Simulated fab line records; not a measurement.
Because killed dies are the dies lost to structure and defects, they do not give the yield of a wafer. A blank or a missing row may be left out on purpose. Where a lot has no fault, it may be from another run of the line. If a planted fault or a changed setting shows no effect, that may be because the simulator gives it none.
What tool caused it?	flow berkeley_cmos170	at 1 step of a route of 331, 15 lots with 45 wafers sampled

## WHAT THE GAUGES SHOWED, per wafer
The record lacks any reading of a measuring or inspecting step that a usual standard deviation could be used to judge.

## WHICH TOOL RAN EACH LOT (tool, then ch and the chambers of the sampled wafers, then the start)
lot	UCB170_PFIELD_DEVELOP_05
L158	litho_track-03 ch 0, day 5 00:00
L159	litho_track-03 ch 0, day 5 13:00
L160	litho_track-03 ch 0, day 5 13:00
L162	litho_track-03, day 5 21:00
L164	litho_track-04, day 6 06:00
L163	litho_track-01, day 6 07:00
L166	litho_track-01 ch 0, day 7 04:00
L173	litho_track-03 ch 0, day 8 16:00
L172	litho_track-01 ch 0, day 8 16:00
L176	litho_track-03 ch 0, day 9 20:00
L175	litho_track-04 ch 0, day 9 20:00
L177	litho_track-03 ch 0, day 10 10:00
L178	litho_track-04 ch 0, day 10 10:00
L180	litho_track-04 ch 0, day 11 02:00
L179	litho_track-04 ch 0, day 11 02:00
- UCB170_PFIELD_DEVELOP_05: develop time 45 s.

## WHAT THE TOOLS THEMSELVES READ (means of the sampled wafers that have a number; where no wafer has one, the mark that the record gives instead)
UCB170_PFIELD_DEVELOP_05.
lot	tool	chill_plate_temp_C (C)
L158	litho_track-03	22.97
L159	litho_track-03	23.01
L160	litho_track-03	22.98
L162	litho_track-03	-
L164	litho_track-04	-
L163	litho_track-01	-
L166	litho_track-01	23.01
L173	litho_track-03	23.01
L172	litho_track-01	22.94
L176	litho_track-03	22.90
L175	litho_track-04	23.08
L177	litho_track-03	22.94
L178	litho_track-04	23.16
L180	litho_track-04	22.92
L179	litho_track-04	22.95

## THE ANSWER, worked out from the rows above alone
Rule: the usual values come from the lots themselves. Put in order of their means at a reading, lots are off if they are a third of the lots or fewer, leave a main group of 4 or more, and stand apart from it by a gap of 3 or more times the standard deviation of the main group's means; of several such gaps the widest counts. Not used: any main group whose means are identical at the precision the tables above print for the reading. Also off: a lot with no number at a reading for which 4 or more lots have one. The other lots that the step has rows for count as sound. Order of review: gauges by route order, followed by the tools' own readings, for which a lot's mean as printed above is used. At the first step where some lot is off, the reading lying furthest off is the one used; lots without a number count as furthest.
Off, at UCB170_PFIELD_DEVELOP_05 on chill_plate_temp_C: L162, L164, L163. Without a number there: L162, L164, L163. Main group: mean 22.99 C, sd 0.07.
If a tool, at that step or one of the process steps before it, ran each lot that is off and ran no sound lot following the first of them, it fits. No candidate that was tried fits.

## WHAT WAS PUT IN BY THE SIMULATOR
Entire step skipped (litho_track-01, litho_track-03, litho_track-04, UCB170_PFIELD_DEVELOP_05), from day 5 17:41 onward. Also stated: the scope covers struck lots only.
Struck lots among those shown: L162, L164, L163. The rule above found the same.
